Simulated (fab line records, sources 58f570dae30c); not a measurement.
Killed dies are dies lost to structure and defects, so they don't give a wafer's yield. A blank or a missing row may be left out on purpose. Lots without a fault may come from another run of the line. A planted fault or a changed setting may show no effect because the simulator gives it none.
fab line records | flow berkeley_cmos170 | part 1 of 2: steps 1 to 29 of 40
record lots=5 wafers=15 last_day=12
route steps=331 shown PSD@176 NSD@187 BACKSIDE@199 SDANNEAL@204 PLDD@208 NLDD@209 SILICIDE@210
lots that met no fault: from a run of the same line without faults
start_h: hours from the record's first day to the start of the lot's first wafer shown | wait_h: hours since the lot's step before | " the same as in the row above | L1.1+2: a row that stands for several wafers | - no value, or no start given | * or withheld: withheld | < > ~ a bound
route shown NAME@n: a module of which the file shows steps, and the number in the route of the first | usual: mean/standard deviation of fault-free wafers | same: alike in all rows | chamber/n: place in a boat | sites: the reading at each site | _std_site: their standard deviation | _edge_site: outer sites' mean less inner sites' | radius_mm: how far each site lies from the wafer's centre | mask NAME#n: copy n | behind: the tool/chamber that last shaped the wafer | hold: why the lot was held/for how many hours/how that ended | device: the transistor (n, p or np) that didn't switch | end of line: the same wafers' tests at the end of the route | a step without rows: its recipe alone | killed: dies lost to structure and defects at the first sort, not the wafer's yield | map: a wafer's dies, x killed, . not, _ none there
set.NAME: the setting as run; set.NAME@STEP: as run at that earlier step | model.NAME: the simulator's own value behind a step, which no gauge read
lots at some steps of the route; a table a step, a row a wafer
services: from which hour (start_h, from the record's first day; less than 0 if before it) a tool's chamber was out of use, for how many hours, and why
## steps
# step UCB170_PSD_COAT_01
# recipe resist=KrF spin_rpm=1500 resist_thk_nm=900
# usual spin_speed_rpm=1500.1/1.1
# columns lot.wafer tool chamber start_h wait_h spin_speed_rpm
L075.1 litho_track-04 0 136.58 0.1 1500.7
L075.3 " 0 " " 1499.9
L075.5 " 0 " " 1498.5
L082.2 litho_track-04 0 171.69 0.1 1499.9
L082.3 " 0 " " 1500.2
L082.4 " 0 " " 1498.9
L085.1 litho_track-02 0 185.58 0.1 1500.2
L085.4 " 0 " " 1501.3
L085.5 " 0 " " 1500.7
L095.3 litho_track-02 0 230.35 0.1 1500.8
L095.4 " 0 " " 1499.8
L095.6 " 0 " " 1500.2
L097.3 litho_track-02 0 253.59 0.1 1501.9
L097.5 " 0 " " 1500.1
L097.6 " 0 " " 1498.5
# step UCB170_PSD_SOFTBAKE_02
# recipe resist=KrF temp_c=130 time_s=60
# usual heater_power_total_W=56.80/0.044
# columns lot.wafer tool chamber start_h wait_h heater_power_total_W
L075.1 litho_track-04 0 136.73 0.1 56.83
L075.3 " 0 " " 56.87
L075.5 " 0 " " 56.84
L082.2 litho_track-04 0 171.84 0.1 56.81
L082.3 " 0 " " 56.78
L082.4 " 0 " " 56.79
L085.1 litho_track-02 0 185.73 0.1 56.83
L085.4 " 0 " " 56.78
L085.5 " 0 " " 56.75
L095.3 litho_track-02 0 230.50 0.1 56.82
L095.4 " 0 " " 56.80
L095.6 " 0 " " 56.86
L097.3 litho_track-02 0 253.74 0.1 56.81
L097.5 " 0 " " 56.85
L097.6 " 0 " " 56.85
# step UCB170_PSD_EXPOSE_03
# recipe mask_id=PSELECT_MOD na=0.5 sigma_outer=0.6 source_shape=conventional target_cd_nm=1200 dose_mj=30
# columns lot.wafer tool chamber start_h wait_h mask
L075.1+3+5 krf_scanner-02 0 137.00 0.2 PSELECT_MOD#0
L082.2+3+4 krf_scanner-01 0 172.55 0.7 PSELECT_MOD#0
L085.1+4+5 krf_scanner-01 0 186.06 0.3 PSELECT_MOD#0
L095.3+4+6 krf_scanner-02 0 230.64 0.1 PSELECT_MOD#0
L097.3+5+6 krf_scanner-01 0 254.05 0.3 PSELECT_MOD#0
# step UCB170_PSD_PEB_04
# recipe peb_temp_c=130 peb_time_s=withheld resist=KrF
# usual heater_power_total_W=56.80/0.044
# columns lot.wafer tool chamber start_h wait_h heater_power_total_W
L075.1 litho_track-02 0 137.20 0.2 56.79
L075.3 " 0 " " 56.80
L075.5 " 0 " " 56.76
L082.2 litho_track-01 0 172.89 0.3 56.84
L082.3 " 0 " " 56.79
L082.4 " 0 " " 56.73
L085.1 litho_track-02 0 186.18 0.1 56.78
L085.4 " 0 " " 56.76
L085.5 " 0 " " 56.87
L095.3 litho_track-04 0 231.22 0.6 56.73
L095.4 " 0 " " 56.82
L095.6 " 0 " " 56.84
L097.3 litho_track-04 0 254.53 0.5 56.73
L097.5 " 0 " " 56.84
L097.6 " 0 " " 56.76
# step UCB170_PSD_DEVELOP_05
# recipe developer=TMAH develop_time_s=45 resist=KrF dev_temp_c=21
# columns lot.wafer tool chamber start_h wait_h
L075.1+3+5 litho_track-02 0 - -
L082.2+3+4 litho_track-01 0 - -
L085.1+4+5 litho_track-02 0 - -
L095.3+4+6 litho_track-04 0 - -
L097.3+5+6 litho_track-04 0 - -
# step UCB170_PSD_CD_MEAS_06
# recipe target_cd_nm=1200
# usual cd_nm=1199.3/1.5
# columns lot.wafer tool chamber start_h wait_h cd_nm
L075.1 cd_sem-01 - 137.48 - 1197.8
L075.3 " - " " 1198.7
L075.5 " - " " 1198.9
L082.2 cd_sem-02 - 173.16 - 1204.0
L082.3 " - " " 1202.2
L082.4 " - " " 1204.0
L085.1 cd_sem-02 - 186.50 - 1198.1
L085.4 " - " " 1197.8
L085.5 " - " " 1197.8
L095.3 cd_sem-01 - 231.48 - 1200.4
L095.4 " - " " 1198.8
L095.6 " - " " 1198.3
L097.3 cd_sem-01 - 254.80 - 1197.6
L097.5 " - " " 1197.9
L097.6 " - " " 1198.0
# step UCB170_PSD_OVL_MEAS_07
# usual PSD_OVL=3/5.2
# columns lot.wafer tool chamber start_h wait_h PSD_OVL[nm]
L075.1 overlay-02 - 137.60 0.1 0
L075.3 " - " " 11
L075.5 " - " " 2
L082.2 overlay-01 - 173.27 0.1 -3
L082.3 " - " " -1
L082.4 " - " " 3
L085.1 overlay-02 - 186.62 0.1 2
L085.4 " - " " 4
L085.5 " - " " 2
L095.3 overlay-01 - 231.57 0.1 14
L095.4 " - " " 11
L095.6 " - " " 11
L097.3 overlay-01 - 254.89 0.1 -5
L097.5 " - " " 4
L097.6 " - " " 6
# step UCB170_PSD_IMPLANT_08
# recipe species=B dose_cm2=3e+15 energy_kev=20 tilt_deg=7
# same implant_ion_amu=11
# columns lot.wafer tool chamber start_h wait_h
L075.1+3+5 implanter-01 0 137.64 0.0
L082.2+3+4 implanter-01 0 173.32 0.0
L085.1+4+5 implanter-01 0 186.65 0.0
L095.3+4+6 implanter-03 0 231.65 0.1
L097.3+5+6 implanter-03 0 254.97 0.1
# step UCB170_PSD_STRIP_09
# recipe chemistry=O2 power_w=400 pressure_mtorr=3500 platen_temp_c=withheld o2_flow_sccm=400 overash_fraction=0.5
# usual drypump_motor_current_A=6.0/0.38 o2_flow_sccm=400.0/1.2 oes_product_au=0.600/0.0046 strip_time_to_endpoint_s=29.38/0.076
# columns lot.wafer tool chamber start_h wait_h drypump_motor_current_A o2_flow_sccm oes_product_au rf_hours_counter_h strip_time_to_endpoint_s
L075.1 plasma_asher-04 0 137.79 0.1 5.7 399.3 0.595 2 29.29
L075.3 " 1 " " 6.3 401.1 0.594 - 29.20
L075.5 " 1 " " 6.2 400.8 0.599 - 29.22
L082.2 plasma_asher-03 1 173.45 0.1 6.5 399.4 0.596 42 29.29
L082.3 " 1 " " 6.6 397.0 0.599 - 29.24
L082.4 " 0 " " 5.4 399.9 0.598 - 29.20
L085.1 plasma_asher-04 0 186.80 0.1 5.7 399.4 0.603 8 29.54
L085.4 " 0 " " 5.7 398.1 0.603 - 29.41
L085.5 " 1 " " 6.2 399.6 0.596 - 29.47
L095.3 plasma_asher-03 0 231.78 0.1 5.4 399.8 0.604 - 29.41
L095.4 " 1 " " 6.5 399.6 0.594 - 29.49
L095.6 " 0 " " 5.4 399.6 0.602 - 29.42
L097.3 plasma_asher-03 1 255.10 0.1 6.6 400.4 0.603 - 29.37
L097.5 " 1 " " 6.6 401.7 0.594 - 29.27
L097.6 " 0 " " 5.4 401.2 0.597 - 29.35
# step UCB170_PSD_TW_MEAS_10
# usual PSD_TW=2338/16
# columns lot.wafer tool chamber start_h wait_h PSD_TW
L075.1 film_metro-04 - 137.89 0.1 2358
L075.3 " - " " 2346
L075.5 " - " " 2338
L082.2 film_metro-04 - 173.56 0.1 2356
L082.3 " - " " 2348
L082.4 " - " " 2339
L085.1 film_metro-03 - 186.95 0.1 2323
L085.4 " - " " 2329
L085.5 " - " " 2329
L095.3 film_metro-04 - 231.87 0.1 2354
L095.4 " - " " 2348
L095.6 " - " " 2357
L097.3 film_metro-02 - 255.19 0.1 2349
L097.5 " - " " 2345
L097.6 " - " " 2346
# step UCB170_PSD_CLEAN_11
# recipe chemistry=SPM temp_c=120 time_s=600
# columns lot.wafer tool chamber start_h wait_h
L075.1+3+5 wet_bench-04 2 137.95 0.1
L082.2+3+4 wet_bench-03 0 175.78 2.2
L085.1+4+5 wet_bench-03 1 187.59 0.6
L095.3+4+6 wet_bench-04 2 231.91 0.0
L097.3+5+6 wet_bench-02 2 255.23 0.0
# step UCB170_NSD_HMDS_00
# recipe prime_time_s=60 prime_temp_c=100
# columns lot.wafer tool chamber start_h wait_h
L075.1+3+5 litho_track-03 0 138.12 0.0
L082.2+3+4 litho_track-02 0 176.12 0.2
L085.1+4+5 litho_track-01 0 187.97 0.2
L095.3+4+6 litho_track-02 0 232.27 0.2
L097.3+5+6 litho_track-02 0 256.13 0.7
# step UCB170_NSD_COAT_01
# recipe resist=KrF spin_rpm=1500 resist_thk_nm=900
# usual spin_speed_rpm=1499.8/1.2
# columns lot.wafer tool chamber start_h wait_h spin_speed_rpm
L075.1 litho_track-03 0 138.27 0.1 1499.9
L075.3 " 0 " " 1498.5
L075.5 " 0 " " 1501.0
L082.2 litho_track-02 0 176.27 0.1 1499.9
L082.3 " 0 " " 1499.3
L082.4 " 0 " " 1500.0
L085.1 litho_track-01 0 188.12 0.1 1499.0
L085.4 " 0 " " 1498.7
L085.5 " 0 " " 1500.4
L095.3 litho_track-02 0 232.42 0.1 1500.2
L095.4 " 0 " " 1501.7
L095.6 " 0 " " 1499.0
L097.3 litho_track-02 0 256.28 0.1 1499.5
L097.5 " 0 " " 1497.9
L097.6 " 0 " " 1498.7
# step UCB170_NSD_SOFTBAKE_02
# recipe resist=KrF temp_c=130 time_s=60
# usual heater_power_total_W=56.80/0.043
# columns lot.wafer tool chamber start_h wait_h heater_power_total_W
L075.1 litho_track-03 0 138.42 0.1 56.79
L075.3 " 0 " " 56.78
L075.5 " 0 " " 56.81
L082.2 litho_track-02 0 176.42 0.1 56.79
L082.3 " 0 " " 56.80
L082.4 " 0 " " 56.88
L085.1 litho_track-01 0 188.27 0.1 56.87
L085.4 " 0 " " 56.79
L085.5 " 0 " " 56.84
L095.3 litho_track-02 0 232.57 0.1 56.74
L095.4 " 0 " " 56.79
L095.6 " 0 " " 56.78
L097.3 litho_track-02 0 256.43 0.1 56.87
L097.5 " 0 " " 56.88
L097.6 " 0 " " 56.78
# step UCB170_NSD_EXPOSE_03
# recipe mask_id=NSELECT_MOD na=0.5 sigma_outer=0.6 source_shape=conventional target_cd_nm=1200 dose_mj=30
# columns lot.wafer tool chamber start_h wait_h mask
L075.1+3+5 krf_scanner-01 0 138.91 0.5 NSELECT_MOD#0
L082.2+3+4 krf_scanner-01 0 176.91 0.5 NSELECT_MOD#0
L085.1+4+5 krf_scanner-01 0 188.62 0.3 NSELECT_MOD#0
L095.3+4+6 krf_scanner-01 0 232.84 0.2 NSELECT_MOD#0
L097.3+5+6 krf_scanner-02 0 256.56 0.1 NSELECT_MOD#0
# step UCB170_NSD_PEB_04
# recipe peb_temp_c=130 peb_time_s=withheld resist=KrF
# usual heater_power_total_W=56.80/0.048
# columns lot.wafer tool chamber start_h wait_h heater_power_total_W
L075.1 litho_track-03 0 139.03 0.1 56.70
L075.3 " 0 " " 56.81
L075.5 " 0 " " 56.81
L082.2 litho_track-02 0 177.75 0.8 56.79
L082.3 " 0 " " 56.81
L082.4 " 0 " " 56.77
L085.1 litho_track-02 0 188.94 0.3 56.81
L085.4 " 0 " " 56.75
L085.5 " 0 " " 56.84
L095.3 litho_track-02 0 233.17 0.3 56.78
L095.4 " 0 " " 56.73
L095.6 " 0 " " 56.82
L097.3 litho_track-02 0 256.85 0.3 56.80
L097.5 " 0 " " 56.88
L097.6 " 0 " " 56.82
# step UCB170_NSD_DEVELOP_05
# recipe developer=TMAH develop_time_s=45 resist=KrF dev_temp_c=21
# columns lot.wafer tool chamber start_h wait_h
L075.1+3+5 litho_track-03 0 - -
L082.2+3+4 litho_track-02 0 - -
L085.1+4+5 litho_track-02 0 - -
L095.3+4+6 litho_track-02 0 - -
L097.3+5+6 litho_track-02 0 - -
# step UCB170_NSD_CD_MEAS_06
# recipe target_cd_nm=1200
# usual cd_nm=1199.8/1.4
# columns lot.wafer tool chamber start_h wait_h cd_nm
L075.1 cd_sem-01 - 139.37 - 1200.0
L075.3 " - " " 1200.5
L075.5 " - " " 1198.9
L082.2 cd_sem-01 - 178.02 - 1197.1
L082.3 " - " " 1198.2
L082.4 " - " " 1199.3
L085.1 cd_sem-02 - 189.22 - 1200.8
L085.4 " - " " 1200.0
L085.5 " - " " 1200.4
L095.3 cd_sem-01 - 233.44 - 1200.2
L095.4 " - " " 1201.6
L095.6 " - " " 1200.0
L097.3 cd_sem-01 - 257.12 - 1201.8
L097.5 " - " " 1200.5
L097.6 " - " " 1200.7
# step UCB170_NSD_OVL_MEAS_07
# usual NSD_OVL=-1/6.5
# columns lot.wafer tool chamber start_h wait_h NSD_OVL[nm]
L075.1 overlay-02 - 139.49 0.1 1
L075.3 " - " " 7
L075.5 " - " " 6
L082.2 overlay-01 - 178.12 0.1 -17
L082.3 " - " " -3
L082.4 " - " " -15
L085.1 overlay-02 - 189.34 0.1 -4
L085.4 " - " " -9
L085.5 " - " " -6
L095.3 overlay-01 - 233.53 0.1 2
L095.4 " - " " -6
L095.6 " - " " -5
L097.3 overlay-01 - 257.21 0.1 6
L097.5 " - " " 10
L097.6 " - " " -2
# step UCB170_NSD_IMPLANT_08
# recipe species=P dose_cm2=3e+15 energy_kev=40 tilt_deg=7
# same implant_ion_amu=31
# columns lot.wafer tool chamber start_h wait_h
L075.1+3+5 implanter-04 0 139.53 0.0
L082.2+3+4 implanter-01 0 178.18 0.0
L085.1+4+5 implanter-01 0 189.37 0.0
L095.3+4+6 implanter-02 0 233.61 0.1
L097.3+5+6 implanter-02 0 257.28 0.1
# step UCB170_NSD_STRIP_09
# recipe chemistry=O2 power_w=400 pressure_mtorr=3500 platen_temp_c=withheld o2_flow_sccm=400 overash_fraction=0.5
# usual drypump_motor_current_A=6.10/0.28 o2_flow_sccm=400.2/1.1 oes_product_au=0.533/0.0042 strip_time_to_endpoint_s=35.84/0.073
# columns lot.wafer tool chamber start_h wait_h drypump_motor_current_A o2_flow_sccm oes_product_au rf_hours_counter_h strip_time_to_endpoint_s
L075.1 plasma_asher-02 0 139.68 0.1 5.87 401.6 0.535 42 35.87
L075.3 " 1 " " 6.57 400.5 0.539 - 35.84
L075.5 " 0 " " 5.86 401.2 0.535 - 35.87
L082.2 plasma_asher-01 0 178.30 0.1 6.28 400.3 0.530 49 35.91
L082.3 " 1 " " 5.98 399.6 0.530 - 35.90
L082.4 " 0 " " 6.30 400.9 0.534 - 35.85
L085.1 plasma_asher-02 1 189.52 0.1 6.56 401.5 0.526 48 35.77
L085.4 " 1 " " 6.55 402.1 0.536 - 35.73
L085.5 " 0 " " 5.86 401.6 0.530 - 35.78
L095.3 plasma_asher-01 1 233.74 0.1 5.96 401.0 0.529 - 35.70
L095.4 " 0 " " 6.28 399.8 0.533 - 35.83
L095.6 " 0 " " 6.28 400.2 0.531 - 35.76
L097.3 plasma_asher-04 1 257.42 0.1 6.24 401.5 0.532 - 35.82
L097.5 " 0 " " 5.70 400.4 0.535 - 35.82
L097.6 " 1 " " 6.21 399.0 0.530 - 35.78
# step UCB170_NSD_TW_MEAS_10
# usual NSD_TW=4211/28
# columns lot.wafer tool chamber start_h wait_h NSD_TW
L075.1 film_metro-03 - 139.78 0.1 4198
L075.3 " - " " 4174
L075.5 " - " " 4187
L082.2 film_metro-03 - 178.41 0.1 4178
L082.3 " - " " 4199
L082.4 " - " " 4173
L085.1 film_metro-02 - 189.62 0.1 4205
L085.4 " - " " 4210
L085.5 " - " " 4209
L095.3 film_metro-02 - 233.83 0.1 4228
L095.4 " - " " 4210
L095.6 " - " " 4223
L097.3 film_metro-04 - 257.50 0.1 4235
L097.5 " - " " 4225
L097.6 " - " " 4214
# step UCB170_NSD_CLEAN_11
# recipe chemistry=SPM temp_c=120 time_s=600
# columns lot.wafer tool chamber start_h wait_h
L075.1+3+5 wet_bench-01 3 139.92 0.1
L082.2+3+4 wet_bench-02 1 178.46 0.0
L085.1+4+5 wet_bench-01 1 189.68 0.1
L095.3+4+6 wet_bench-01 3 235.53 1.7
L097.3+5+6 wet_bench-01 2 257.72 0.2
# step UCB170_BACKSIDE_HMDS_00
# recipe prime_time_s=60 prime_temp_c=100
# columns lot.wafer tool chamber start_h wait_h
L075.1+3+5 litho_track-04 0 140.15 0.1
L082.2+3+4 litho_track-04 0 179.26 0.6
L085.1+4+5 litho_track-02 0 189.88 0.0
L095.3+4+6 litho_track-02 0 235.76 0.1
L097.3+5+6 litho_track-02 0 258.58 0.7
# step UCB170_BACKSIDE_COAT_01
# recipe resist=KrF spin_rpm=1500 resist_thk_nm=900
# usual spin_speed_rpm=1500.0/1.1
# columns lot.wafer tool chamber start_h wait_h spin_speed_rpm
L075.1 litho_track-04 0 140.30 0.1 1501.4
L075.3 " 0 " " 1501.0
L075.5 " 0 " " 1500.8
L082.2 litho_track-04 0 179.41 0.1 1500.2
L082.3 " 0 " " 1499.6
L082.4 " 0 " " 1498.7
L085.1 litho_track-02 0 190.03 0.1 1499.5
L085.4 " 0 " " 1498.1
L085.5 " 0 " " 1499.1
L095.3 litho_track-02 0 235.91 0.1 1500.3
L095.4 " 0 " " 1499.9
L095.6 " 0 " " 1501.0
L097.3 litho_track-02 0 258.73 0.1 1501.1
L097.5 " 0 " " 1500.8
L097.6 " 0 " " 1500.1
# step UCB170_BACKSIDE_SOFTBAKE_02
# recipe resist=KrF temp_c=130 time_s=60
# usual heater_power_total_W=56.80/0.048
# columns lot.wafer tool chamber start_h wait_h heater_power_total_W
L075.1 litho_track-04 0 140.45 0.1 56.81
L075.3 " 0 " " 56.77
L075.5 " 0 " " 56.78
L082.2 litho_track-04 0 179.56 0.1 56.82
L082.3 " 0 " " 56.80
L082.4 " 0 " " 56.78
L085.1 litho_track-02 0 190.18 0.1 56.86
L085.4 " 0 " " 56.67
L085.5 " 0 " " 56.80
L095.3 litho_track-02 0 236.06 0.1 56.80
L095.4 " 0 " " 56.85
L095.6 " 0 " " 56.71
L097.3 litho_track-02 0 258.88 0.1 56.81
L097.5 " 0 " " 56.87
L097.6 " 0 " " 56.84
# step UCB170_BACKSIDE_STRIP_03
# recipe chemistry=O2 power_w=400 pressure_mtorr=3500 platen_temp_c=withheld o2_flow_sccm=400 overash_fraction=0.5
# usual drypump_motor_current_A=6.1/0.39 o2_flow_sccm=400.1/1.3 oes_product_au=0.735/0.0046 strip_time_to_endpoint_s=21.96/0.066
# columns lot.wafer tool chamber start_h wait_h drypump_motor_current_A o2_flow_sccm oes_product_au rf_hours_counter_h strip_time_to_endpoint_s
L075.1 plasma_asher-03 1 140.60 0.1 6.6 400.6 0.727 38 21.96
L075.3 " 0 " " 5.4 402.2 0.735 - 21.97
L075.5 " 1 " " 6.5 399.4 0.742 - 21.91
L082.2 plasma_asher-04 0 179.69 0.1 5.7 400.7 0.730 7 22.02
L082.3 " 0 " " 5.7 400.2 0.745 - 21.98
L082.4 " 1 " " 6.2 400.4 0.739 - 22.07
L085.1 plasma_asher-02 0 190.33 0.1 5.9 400.6 0.735 48 21.98
L085.4 " 1 " " 6.6 401.0 0.738 - 21.87
L085.5 " 1 " " 6.6 402.4 0.737 - 21.90
L095.3 plasma_asher-03 0 236.19 0.1 5.4 398.8 0.739 - 21.85
L095.4 " 1 " " 6.6 400.7 0.728 - 21.94
L095.6 " 0 " " 5.3 397.4 0.740 - 21.90
L097.3 plasma_asher-02 0 259.01 0.1 5.9 398.5 0.735 - 21.95
L097.5 " 0 " " 5.9 397.5 0.737 - 21.96
L097.6 " 1 " " 6.6 401.5 0.736 - 21.91
# step UCB170_BACKSIDE_CLEAN_04
# recipe chemistry=SPM temp_c=120 time_s=600
# columns lot.wafer tool chamber start_h wait_h
L075.1+3+5 wet_bench-03 2 140.70 0.1
L082.2+3+4 wet_bench-01 0 179.90 0.2
L085.1+4+5 wet_bench-01 0 190.43 0.1
L095.3+4+6 wet_bench-01 3 236.28 0.1
L097.3+5+6 wet_bench-03 2 259.08 0.0
# step UCB170_SDANNEAL_RTA_00
# recipe temp_c=900 time_s=10 ambient=N2
# usual lamp_power_pct=24.6/1.2 wafer_temp_C_max=903.7/1
# columns lot.wafer tool chamber start_h wait_h lamp_power_pct wafer_temp_C_max
L075.1 rtp_anneal-02 0 140.88 0.0 23.4 904.9
L075.3 " 0 " " 23.4 905.0
L075.5 " 0 " " 23.4 905.1
L082.2 rtp_anneal-02 0 180.09 0.0 23.5 903.5
L082.3 " 0 " " 23.4 904.1
L082.4 " 0 " " 23.4 903.8
L085.1 rtp_anneal-01 0 190.62 0.0 25.7 902.7
L085.4 " 0 " " 25.7 902.4
L085.5 " 0 " " 25.8 902.9
L095.3 rtp_anneal-02 0 236.48 0.0 23.4 903.9
L095.4 " 0 " " 23.4 903.8
L095.6 " 0 " " 23.5 904.1
L097.3 rtp_anneal-02 0 259.27 0.0 23.4 905.3
L097.5 " 0 " " 23.4 904.0
L097.6 " 0 " " 23.4 904.1
